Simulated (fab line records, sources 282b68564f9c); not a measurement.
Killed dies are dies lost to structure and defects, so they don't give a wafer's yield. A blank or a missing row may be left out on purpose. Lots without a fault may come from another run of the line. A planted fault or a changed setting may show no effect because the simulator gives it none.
Split-lot experiment | flow rit_cmos | 5 lots, 23 wafers read, on a route of 202 steps

THE SPLIT
At RIT_PLDD_IMPLANT_08, the setting dose_cm2 was moved away from the recipe's 9e+14 on 8 of the 23 wafers read, by -4.9% to +4.4%. The other wafers ran this setting at the recipe's value.

FROM THE SPLIT TO THE READING: what the file shows between them, 4 steps
- RIT_NSD_IMPLANT_08 (also split here: energy_kev)
- RIT_PSD_HARDBAKE_07: time 60 s (also split here: temp_c)
- RIT_PSD_IMPLANT_08
- RIT_PSD_STRIP_09: strips in O2, time 180 s

THE READING
PLDD_RS, in ohm/sq, at RIT_SDANNEAL_RS_MEAS_06 (measures by four-point-probe). Fault-free wafers of this fab line usually give 178.3 ohm/sq, standard deviation 0.43 ohm/sq.

wafer  | tool, chamber at the split | dose_cm2 as run | against the recipe | PLDD_RS, ohm/sq | against lot-mates on the recipe
L074.1 | implanter-01, 0            | 9e+14           | recipe             | 178.5           | -
L074.2 | implanter-01, 0            | 9e+14           | recipe             | 178.0           | -
L074.3 | implanter-01, 0            | 9e+14           | recipe             | 178.6           | -
L074.4 | implanter-01, 0            | 9e+14           | recipe             | 178.6           | -
L074.5 | implanter-01, 0            | 9e+14           | recipe             | 178.1           | -
L082.1 | implanter-02, 0            | 9e+14           | recipe             | 179.0           | -
L082.4 | implanter-02, 0            | 9e+14           | recipe             | 178.8           | -
L082.5 | implanter-02, 0            | 9e+14           | recipe             | 178.4           | -
L083.1 | implanter-01, 0            | 9e+14           | recipe             | 178.9           | -
L083.2 | implanter-01, 0            | 8.56e+14        | -4.9%              | 183.6           | +4.7
L083.4 | implanter-01, 0            | 8.56e+14        | -4.9%              | 183.3           | +4.4
L083.5 | implanter-01, 0            | 9e+14           | recipe             | 178.5           | -
L083.6 | implanter-01, 0            | 9e+14           | recipe             | 179.2           | -
L084.1 | implanter-02, 0            | 9.396e+14       | +4.4%              | 174.2           | -4.1
L084.3 | implanter-02, 0            | 9e+14           | recipe             | 178.3           | -
L084.4 | implanter-02, 0            | 9e+14           | recipe             | 178.3           | -
L084.5 | implanter-02, 0            | 9.396e+14       | +4.4%              | 174.6           | -3.7
L084.6 | implanter-02, 0            | 9.396e+14       | +4.4%              | 174.4           | -3.9
L085.1 | implanter-01, 0            | 9.273e+14       | +3.0%              | 174.9           | -2.9
L085.2 | implanter-01, 0            | 9e+14           | recipe             | 177.7           | -
L085.3 | implanter-01, 0            | 9.273e+14       | +3.0%              | 175.3           | -2.5
L085.4 | implanter-01, 0            | 9.273e+14       | +3.0%              | 175.3           | -2.5
L085.5 | implanter-01, 0            | 9e+14           | recipe             | 178.0           | -

THE FIT
A straight line over all 23 wafers: PLDD_RS changes by -0.993 ohm/sq for each +1% of dose_cm2; r = -0.99; the points scatter about the line by 0.39 ohm/sq.
The same after taking each lot's own level away (the mean of its wafers on the recipe; 23 wafers): -0.907 ohm/sq for each +1%; r = -0.99; scatter 0.23 ohm/sq.
On that fit, the largest move of dose_cm2 shifts the reading by 4.4 ohm/sq.
The lots' own levels span 177.85 to 178.87 ohm/sq, that is 2.4 times the standard deviation above.
So the lot-to-lot level changes the slope little: the two slopes agree.
Check: with one of the wafers moved furthest among these (-4.9%) left out of the fit, the line predicts +4.37 ohm/sq for it against its lot-mates. It came out at +4.73 ohm/sq against them.

OTHER SPLITS ON THESE WAFERS
These wafers also went through other splits before the reading. Each is held against what the fit with the lots' levels taken away leaves over:
other split on the same wafers     | wafers away from the commonest value | r with PLDD_RS (lot level and that fit taken away)
RIT_GATE_DEVELOP_15 develop_time_s | 9                                    | -0.29
RIT_NLDD_COAT_01 spin_rpm          | 7                                    | -0.03
RIT_NSD_IMPLANT_08 energy_kev      | 11                                   | -0.04
RIT_PSD_HARDBAKE_07 temp_c         | 8                                    | +0.18

THE FILE'S OWN FIT
PLDD_RS changes by -0.908 ohm/sq for each +1% of dose_cm2, r = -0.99.
